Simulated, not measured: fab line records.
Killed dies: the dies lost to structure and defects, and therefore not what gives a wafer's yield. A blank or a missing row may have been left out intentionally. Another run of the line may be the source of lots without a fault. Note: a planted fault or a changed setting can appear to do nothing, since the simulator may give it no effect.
One fault through the eyes of 2 desks || flow berkeley cmos170 || each desk has only its own numbers; what lay behind them comes last

## THE METROLOGY DESK
What the gauges read for every lot (on any tool): the sampled wafers with a number, averaged. The brackets show how far a lot's mean lies from the usual mean; more than 4 standard deviations puts the lot out of limits, marked OUT.
Columns: A = SPACER_TEOS_THK at UCB170_SPACER_THK_MEAS_01, usual 389 nm
{"lot": "L836", "first seen here": "day 6 20:59", "A": 389}
{"lot": "L839", "first seen here": "day 6 21:10", "A": 391}
{"lot": "L835", "first seen here": "day 6 21:17", "A": 393}
{"lot": "L842", "first seen here": "day 7 23:02", "A": 392}
{"lot": "L840", "first seen here": "day 8 00:29", "A": "356 (-7.8) OUT"}
{"lot": "L844", "first seen here": "day 8 18:32", "A": "356 (-7.8) OUT"}
{"lot": "L849", "first seen here": "day 9 09:27", "A": 390}
{"lot": "L848", "first seen here": "day 9 10:28", "A": 385}
{"lot": "L850", "first seen here": "day 9 10:36", "A": 386}
{"lot": "L852", "first seen here": "day 10 01:51", "A": 387}
{"lot": "L854", "first seen here": "day 10 06:08", "A": 394}
{"lot": "L853", "first seen here": "day 10 07:20", "A": 392}
{"lot": "L857", "first seen here": "day 10 22:10", "A": 386}
{"lot": "L858", "first seen here": "day 10 23:52", "A": 384}
This desk's result: L840, L844 out of limits, first on L840 (SPACER_TEOS_THK at UCB170_SPACER_THK_MEAS_01), day 8 00:29. L836, L839, L835, L842, L849, L848, L850, L852, L854, L853, L857, L858: within limits.

## AT THE TOOL OWNER'S DESK: pecvd-01
The tool's own readings at UCB170_SPACER_CVD_00 (deposits SiO2 from TEOS/O2, target thk 376 nm, time 48.54 s): means of the sampled wafers that have a number, for each lot that ran on this tool. The brackets show how far a lot's mean lies from the usual mean; more than 4 standard deviations puts the lot out of limits, marked OUT.
Columns: A = heater power w at UCB170_SPACER_CVD_00, usual 236 W; B = pressure mtorr at UCB170_SPACER_CVD_00, usual 9003 mTorr
{"lot": "L835", "first seen here": "day 6 21:13", "A": 293, "B": 8989}
{"lot": "L840", "first seen here": "day 8 00:26", "A": 315, "B": 9011}
{"lot": "L844", "first seen here": "day 8 18:30", "A": 308, "B": 8997}
This desk's verdict: no lot among the 3 shows anything out of limits.

## BROUGHT TOGETHER
At day 8 00:29 the metrology desk could have sounded an alarm, on L840, L844.
The tool owner's desk saw nothing out of limits.
The tool owner's desk has L840, L844 on record, within its limits.
The lots listed all ran UCB170_SPACER_CVD_00 on pecvd-01.

## WHAT THE SIMULATOR HAD PUT IN
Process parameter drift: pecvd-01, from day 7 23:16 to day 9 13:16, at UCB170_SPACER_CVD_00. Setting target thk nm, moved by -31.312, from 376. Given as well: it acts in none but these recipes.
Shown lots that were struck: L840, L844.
Per desk, hours elapsed from the start of the fault to the first reading out of limits: for the metrology desk, 1.
